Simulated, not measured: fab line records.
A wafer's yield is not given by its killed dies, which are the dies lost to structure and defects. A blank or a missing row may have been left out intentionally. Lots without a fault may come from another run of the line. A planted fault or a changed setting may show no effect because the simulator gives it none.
fab line records	flow berkeleyCmos170
[record] lots = 15	wafers = 45	lastDay = 14
route steps=331 shown NWELL@26 GATE@139 PLDD@148 NSD@193
lots untouched by any fault: they come from a run of this same line in which no faults occurred
startH: hours from the record's opening day to when the first of the lot's shown wafers began	waitH: how many hours have passed since the lot's step before this one	" unchanged from the row above	L1.1+2: a single row standing in for several wafers	- no value, or no start was given	* or withheld: withheld	< > ~ a bound
route shown NAME@n: names a module that has steps shown in the file, with the first one's number in the route	usual: the fault-free wafers' mean and standard deviation	same: alike in all rows	chamber/n: place in a boat	sites: each site's reading	_std_site: standard deviation across them	_edge_site: mean of outer sites minus mean of inner sites	radiusMm: how far each site lies from the wafer's centre	mask NAME#n: copy n	behind: the tool/chamber that last shaped the wafer	hold: why the lot was held/for how many hours/how that ended	device: which transistor (n, p or np) failed to switch	end of line: the same wafers' tests at the end of the route	step lacking rows: just its recipe	killed: at the first sort, the dies lost to defects and structure; wafer yield is something else	map: a wafer's dies, marking killed ones x, the rest . and places with no die _
set.NAME: the setting the step ran with; set.NAME@STEP: the setting that earlier step ran with	model.NAME: the simulator's own value behind a step, which no gauge read
a sample of lots followed through the steps of the route, with each step as a table and each wafer as a row
services: when a tool's chamber went out of use (startH, in hours from the record's first day, below 0 if earlier), for how many hours, and the reason
[[steps]]
[step UCB170_NWELL_OVL_MEAS_12]
[usual] NWELL_OVL = 1/5.3
lot.wafer	tool	chamber	startH	waitH	NWELL_OVL[nm]
L369.1	overlay-01	-	36.66	-	-3
L369.2	"	-	"	"	-5
L369.3	"	-	"	"	-8
L370.2	overlay-01	-	42.00	-	1
L370.3	"	-	"	"	3
L370.4	"	-	"	"	12
L371.1	overlay-01	-	52.23	-	3
L371.2	"	-	"	"	-8
L371.4	"	-	"	"	-3
L373.1	overlay-02	-	52.35	-	10
L373.2	"	-	"	"	-3
L373.5	"	-	"	"	7
L374.1	overlay-01	-	62.77	-	-5
L374.5	"	-	"	"	-4
L374.6	"	-	"	"	0
L376.2	overlay-01	-	70.03	-	-8
L376.4	"	-	"	"	-4
L376.5	"	-	"	"	-7
L375.4	overlay-01	-	70.28	-	3
L375.5	"	-	"	"	-4
L375.6	"	-	"	"	-2
L377.1	overlay-01	-	78.47	-	3
L377.5	"	-	"	"	10
L377.6	"	-	"	"	1
L379.2	overlay-02	-	83.33	-	10
L379.3	"	-	"	"	8
L379.5	"	-	"	"	11
L380.1	overlay-02	-	92.72	-	-8
L380.2	"	-	"	"	3
L380.6	"	-	"	"	0
L381.1	overlay-01	-	100.07	-	-8
L381.2	"	-	"	"	0
L381.5	"	-	"	"	5
L382.1	overlay-01	-	100.20	-	2
L382.4	"	-	"	"	2
L382.6	"	-	"	"	8
L387.3	overlay-02	-	136.38	-	6
L387.5	"	-	"	"	5
L387.6	"	-	"	"	2
L388.1	overlay-01	-	136.48	-	6
L388.4	"	-	"	"	7
L388.5	"	-	"	"	8
L389.1	overlay-01	-	148.75	-	0
L389.2	"	-	"	"	1
L389.3	"	-	"	"	-8
[step UCB170_GATE_OVL_MEAS_13]
[usual] GATE_OVL = 1/6
lot.wafer	tool	chamber	startH	waitH	GATE_OVL[nm]
L369.1	overlay-02	-	155.39	0.1	10
L369.2	"	-	"	"	-2
L369.3	"	-	"	"	14
L370.2	overlay-02	-	167.70	0.1	-10
L370.3	"	-	"	"	-4
L370.4	"	-	"	"	-2
L373.1	overlay-01	-	189.85	0.1	-1
L373.2	"	-	"	"	-3
L373.5	"	-	"	"	-1
L374.1	overlay-02	-	190.05	0.1	-16
L374.5	"	-	"	"	-9
L374.6	"	-	"	"	-2
L371.1	overlay-01	-	190.08	0.1	-5
L371.2	"	-	"	"	1
L371.4	"	-	"	"	8
L376.2	overlay-02	-	208.56	0.1	-11
L376.4	"	-	"	"	3
L376.5	"	-	"	"	4
L375.4	overlay-01	-	208.69	0.1	4
L375.5	"	-	"	"	-4
L375.6	"	-	"	"	4
L379.2	overlay-02	-	226.81	0.1	-8
L379.3	"	-	"	"	7
L379.5	"	-	"	"	-6
L377.1	overlay-02	-	227.36	0.1	4
L377.5	"	-	"	"	-3
L377.6	"	-	"	"	7
L382.1	overlay-02	-	246.63	0.1	2
L382.4	"	-	"	"	5
L382.6	"	-	"	"	15
L380.1	overlay-02	-	246.87	0.1	2
L380.2	"	-	"	"	5
L380.6	"	-	"	"	7
L381.1	overlay-01	-	247.14	0.1	0
L381.2	"	-	"	"	-6
L381.5	"	-	"	"	-8
L387.3	overlay-01	-	285.34	0.1	-2
L387.5	"	-	"	"	-10
L387.6	"	-	"	"	-2
L388.1	overlay-02	-	285.50	0.1	-12
L388.4	"	-	"	"	6
L388.5	"	-	"	"	-5
L389.1	overlay-02	-	298.45	0.1	16
L389.2	"	-	"	"	3
L389.3	"	-	"	"	9
[step UCB170_PLDD_EXPOSE_03]
[recipe] maskId = PSELECT	na = 0.5	sigmaOuter = 0.6	sourceShape = conventional	targetCdNm = 1200	doseMj = 30
[usual] reticleTempC = 22.98/0.1
[same] sigmaOuter = 0.6
lot.wafer	tool	chamber	startH	waitH	mask	reticleTempC
L369.1	krfScanner-02	0	156.41	0.1	PSELECT#0	22.92
L369.2	"	0	"	"	PSELECT#0	23.08
L369.3	"	0	"	"	PSELECT#0	23.02
L370.2	krfScanner-01	0	168.85	0.2	PSELECT#0	22.91
L370.3	"	0	"	"	PSELECT#0	23.09
L370.4	"	0	"	"	PSELECT#0	23.01
L373.1	krfScanner-02	0	190.94	0.2	PSELECT#0	23.05
L373.2	"	0	"	"	PSELECT#0	23.06
L373.5	"	0	"	"	PSELECT#0	23.00
L374.1	krfScanner-01	0	191.26	0.2	PSELECT#0	22.95
L374.5	"	0	"	"	PSELECT#0	22.93
L374.6	"	0	"	"	PSELECT#0	22.92
L371.1	krfScanner-02	0	191.51	0.4	PSELECT#0	23.01
L371.2	"	0	"	"	PSELECT#0	23.07
L371.4	"	0	"	"	PSELECT#0	23.12
L376.2	krfScanner-01	0	209.55	0.1	PSELECT#0	22.85
L376.4	"	0	"	"	PSELECT#0	22.83
L376.5	"	0	"	"	PSELECT#0	22.96
L375.4	krfScanner-01	0	209.76	0.1	PSELECT#0	22.80
L375.5	"	0	"	"	PSELECT#0	22.99
L375.6	"	0	"	"	PSELECT#0	23.11
L379.2	krfScanner-02	0	227.94	0.2	PSELECT#0	23.13
L379.3	"	0	"	"	PSELECT#0	22.99
L379.5	"	0	"	"	PSELECT#0	23.05
L377.1	krfScanner-01	0	228.83	0.3	PSELECT#0	22.92
L377.5	"	0	"	"	PSELECT#0	22.88
L377.6	"	0	"	"	PSELECT#0	23.06
L382.1	krfScanner-02	0	247.92	0.2	PSELECT#0	23.05
L382.4	"	0	"	"	PSELECT#0	23.13
L382.6	"	0	"	"	PSELECT#0	22.96
L380.1	krfScanner-01	0	251.69	0.2	PSELECT#0	22.97
L380.2	"	0	"	"	PSELECT#0	22.94
L380.6	"	0	"	"	PSELECT#0	22.88
L381.1	krfScanner-02	0	251.93	0.5	PSELECT#0	22.80
L381.2	"	0	"	"	PSELECT#0	22.92
L381.5	"	0	"	"	PSELECT#0	22.94
L387.3	krfScanner-01	0	287.03	0.2	PSELECT#0	23.00
L387.5	"	0	"	"	PSELECT#0	22.83
L387.6	"	0	"	"	PSELECT#0	22.97
L388.1	krfScanner-01	0	287.21	0.1	PSELECT#0	23.02
L388.4	"	0	"	"	PSELECT#0	22.88
L388.5	"	0	"	"	PSELECT#0	23.16
L389.1	krfScanner-01	0	299.61	0.1	PSELECT#0	23.09
L389.2	"	0	"	"	PSELECT#0	23.04
L389.3	"	0	"	"	PSELECT#0	22.96
[step UCB170_PLDD_OVL_MEAS_07]
[usual] PLDD_OVL = -3/5.2
lot.wafer	tool	chamber	startH	waitH	PLDD_OVL[nm]
L369.1	overlay-02	-	156.92	0.1	8
L369.2	"	-	"	"	-7
L369.3	"	-	"	"	7
L370.2	overlay-01	-	169.34	0.1	0
L370.3	"	-	"	"	-8
L370.4	"	-	"	"	-5
L373.1	overlay-02	-	191.82	0.1	0
L373.2	"	-	"	"	-2
L373.5	"	-	"	"	-9
L374.1	overlay-01	-	191.94	0.1	0
L374.5	"	-	"	"	3
L374.6	"	-	"	"	8
L371.1	overlay-01	-	192.10	0.1	-6
L371.2	"	-	"	"	-4
L371.4	"	-	"	"	-7
L376.2	overlay-02	-	210.10	0.1	-7
L376.4	"	-	"	"	-12
L376.5	"	-	"	"	-1
L375.4	overlay-01	-	210.39	0.1	-3
L375.5	"	-	"	"	-9
L375.6	"	-	"	"	-3
L379.2	overlay-01	-	228.81	0.1	2
L379.3	"	-	"	"	4
L379.5	"	-	"	"	6
L377.1	overlay-01	-	229.81	0.1	0
L377.5	"	-	"	"	-3
L377.6	"	-	"	"	-1
L382.1	overlay-02	-	248.43	0.1	5
L382.4	"	-	"	"	2
L382.6	"	-	"	"	1
L380.1	overlay-01	-	252.20	0.1	-4
L380.2	"	-	"	"	1
L380.6	"	-	"	"	-8
L381.1	overlay-01	-	252.47	0.1	-1
L381.2	"	-	"	"	-6
L381.5	"	-	"	"	-4
L387.3	overlay-02	-	287.86	0.1	310
L387.5	"	-	"	"	317
L387.6	"	-	"	"	326
L388.1	overlay-02	-	288.16	0.1	318
L388.4	"	-	"	"	312
L388.5	"	-	"	"	308
L389.1	overlay-01	-	300.25	0.1	313
L389.2	"	-	"	"	312
L389.3	"	-	"	"	306
[step UCB170_NSD_CD_MEAS_06]
[recipe] targetCdNm = 1200
[usual] cdNm = 1199.8/1.2
lot.wafer	tool	chamber	startH	waitH	cdNm
L369.1	cdSem-01	-	174.30	-	1199.5
L369.2	"	-	"	"	1201.4
L369.3	"	-	"	"	1199.1
L370.2	cdSem-01	-	188.47	-	1199.1
L370.3	"	-	"	"	1198.3
L370.4	"	-	"	"	1200.5
L373.1	cdSem-02	-	210.25	-	1202.9
L373.2	"	-	"	"	1202.0
L373.5	"	-	"	"	1202.6
L374.1	cdSem-01	-	210.58	-	1199.5
L374.5	"	-	"	"	1200.6
L374.6	"	-	"	"	1199.0
L371.1	cdSem-02	-	210.85	-	1199.1
L371.2	"	-	"	"	1199.1
L371.4	"	-	"	"	1198.9
L376.2	cdSem-02	-	226.01	-	1199.9
L376.4	"	-	"	"	1200.4
L376.5	"	-	"	"	1200.0
L375.4	cdSem-01	-	226.57	-	1199.6
L375.5	"	-	"	"	1200.4
L375.6	"	-	"	"	1201.6
L379.2	cdSem-02	-	245.08	-	1199.3
L379.3	"	-	"	"	1199.3
L379.5	"	-	"	"	1198.0
L377.1	cdSem-02	-	245.61	-	1201.5
L377.5	"	-	"	"	1202.0
L377.6	"	-	"	"	1201.8
L381.1	cdSem-02	-	270.36	-	1201.7
L381.2	"	-	"	"	1201.1
L381.5	"	-	"	"	1199.7
L382.1	cdSem-01	-	270.47	-	1197.2
L382.4	"	-	"	"	1198.5
L382.6	"	-	"	"	1199.0
L380.1	cdSem-01	-	270.68	-	1198.3
L380.2	"	-	"	"	1198.5
L380.6	"	-	"	"	1199.3
L388.1	cdSem-02	-	301.04	-	1200.5
L388.4	"	-	"	"	1200.8
L388.5	"	-	"	"	1199.7
L387.3	cdSem-01	-	301.35	-	1198.7
L387.5	"	-	"	"	1200.4
L387.6	"	-	"	"	1198.6
L389.1	cdSem-02	-	312.89	-	1198.5
L389.2	"	-	"	"	1198.2
L389.3	"	-	"	"	1198.1
[[services]]
tool	chamber	startH	hours	kind
krfScanner-01	-	138.43	1.0	pm
krfScanner-02	-	145.73	0.5	repair
krfScanner-02	-	177.54	1.3	repair
krfScanner-01	-	178.79	0.8	pm
krfScanner-01	-	179.25	0.5	repair
krfScanner-02	-	181.42	1.0	pm
krfScanner-02	-	183.71	1.3	pm
krfScanner-02	-	209.82	4.0	pm
krfScanner-02	-	217.68	0.1	repair
krfScanner-02	-	229.65	0.8	pm
krfScanner-01	-	231.31	4.4	pm
krfScanner-02	0	244.73	-	calibration
krfScanner-01	0	279.05	-	calibration
krfScanner-01	-	291.32	1.3	pm
[[key]]
[firstSign] step = UCB170_PLDD_OVL_MEAS_07	reading = PLDD_OVL	direction = up	sigmas = 61	usual = -3	struck = 314
effect none on later readings
metAt UCB170_PLDD_EXPOSE_03
struckLots L387,L388,L389
sortLeftOut L388.1,L388.4,L388.5
testerLeftOut L387,L388,L389
notActingAt UCB170_NWELL_OVL_MEAS_12,UCB170_GATE_OVL_MEAS_13,UCB170_NSD_CD_MEAS_06
onsetBetween 251.69 287.03
alsoFits time
[fault] kind = scannerMatchingOverlay	tool = krfScanner-01	chamber = -	onsetH = 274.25	steps = UCB170_PLDD_EXPOSE_03	offset = 320
// testerLeftOut: of these lots the tester's yield and bins aren't shown, on N5 and GAA mostly nor the transistor test; their killed dies are dies lost to structure and defects alone, not to doping, threshold or leakage, so they don't give the yield
// sortLeftOut: the simulated sort isn't trusted on such a fault, so these wafers' sort isn't shown, and their yield isn't known
